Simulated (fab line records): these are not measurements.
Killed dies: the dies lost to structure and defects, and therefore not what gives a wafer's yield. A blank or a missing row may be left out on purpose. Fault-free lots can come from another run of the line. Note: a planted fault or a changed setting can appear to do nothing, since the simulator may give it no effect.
Lot-split experiment	flow ritCmos	on a route of 202 steps: 5 lots, 23 wafers read

## ON THE SPLIT
At RIT_PRETRO_IMPLANT_08, the setting doseCm2 was moved away from the recipe's 1.2e+13 on 7 of the 23 wafers read, by -2.6% to +6.9%. The other wafers ran this setting at the recipe's value.

## BETWEEN THE SPLIT AND THE READING: the file shows 1 step in between
- RIT_PRETRO_STRIP_09: strips in O2, time 180 s

## THE READING
PRETRO_TW, at RIT_PRETRO_TW_MEAS_10. Typical for fault-free wafers on this fab line: 476, with standard deviation 4.3.

wafer	tool, chamber at the split	doseCm2 as run	against the recipe	PRETRO_TW	against lot-mates on the recipe
L074.3	implanter-02, 0	1.2e+13	recipe	476	-
L074.5	implanter-02, 0	1.2e+13	recipe	474	-
L074.6	implanter-02, 0	1.2e+13	recipe	474	-
L078.1	implanter-04, 0	1.2e+13	recipe	474	-
L078.2	implanter-04, 0	1.2e+13	recipe	474	-
L078.3	implanter-04, 0	1.2e+13	recipe	472	-
L078.4	implanter-04, 0	1.283e+13	+6.9%	483	+10
L078.5	implanter-04, 0	1.283e+13	+6.9%	483	+10
L079.1	implanter-03, 0	1.2e+13	recipe	473	-
L079.3	implanter-03, 0	1.2e+13	recipe	473	-
L079.4	implanter-03, 0	1.2e+13	recipe	474	-
L079.5	implanter-03, 0	1.2e+13	recipe	473	-
L079.6	implanter-03, 0	1.2e+13	recipe	473	-
L083.2	implanter-02, 0	1.169e+13	-2.6%	483	-1
L083.3	implanter-02, 0	1.2e+13	recipe	484	-
L083.4	implanter-02, 0	1.2e+13	recipe	485	-
L083.5	implanter-02, 0	1.2e+13	recipe	484	-
L083.6	implanter-02, 0	1.169e+13	-2.6%	481	-3
L085.2	implanter-04, 0	1.256e+13	+4.7%	484	+9
L085.3	implanter-04, 0	1.256e+13	+4.7%	482	+7
L085.4	implanter-04, 0	1.2e+13	recipe	475	-
L085.5	implanter-04, 0	1.2e+13	recipe	475	-
L085.6	implanter-04, 0	1.256e+13	+4.7%	480	+5

THE FIT
A straight line over all 23 wafers: PRETRO_TW changes by +0.72 for each +1% of doseCm2; r = +0.40; the points scatter about the line by 4.5.
The same after taking each lot's own level away (the mean of its wafers on the recipe; 23 wafers): +1.37 for each +1%; r = +0.97; scatter 0.97.
According to that fit, moving doseCm2 by its largest amount changes the reading by 9.5.
The lots' own levels span 473.2 to 484.3, that is 2.6 times the standard deviation above.
So the lot-to-lot level blurs the effect unless lot-mates are compared.
Check: +9.7 against its lot-mates is what the line predicts for one of the wafers moved furthest among these (+6.9%) when that wafer is left out of the fit. Against them it came out at +9.67.

## OTHER SPLITS ON THESE WAFERS
Before the reading, these wafers also passed through other splits. Each is held against what the fit with the lots' levels taken away leaves over:
other split on the same wafers	wafers away from the commonest value	r with PRETRO_TW (lot level and that fit taken away)
RIT_ACTIVE_OXIDATION_01 oxTimeS	18	-0.13
RIT_ACTIVE_COAT_06 resistThkNm	7	+0.02
RIT_ACTIVE_DEVELOP_10 developTimeS	11	-0.07
RIT_NWELL_COAT_01 resistThkNm	6	+0.13
RIT_NWELL_IMPLANT_08 doseCm2	4	-0.36
RIT_PWELL_SOFTBAKE_02 tempC	9	-0.05
RIT_PWELL_IMPLANT_08 energyKev	7	+0.24

## FILE'S OWN FIT
PRETRO_TW changes by +1.38 for each +1% of doseCm2, r = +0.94.
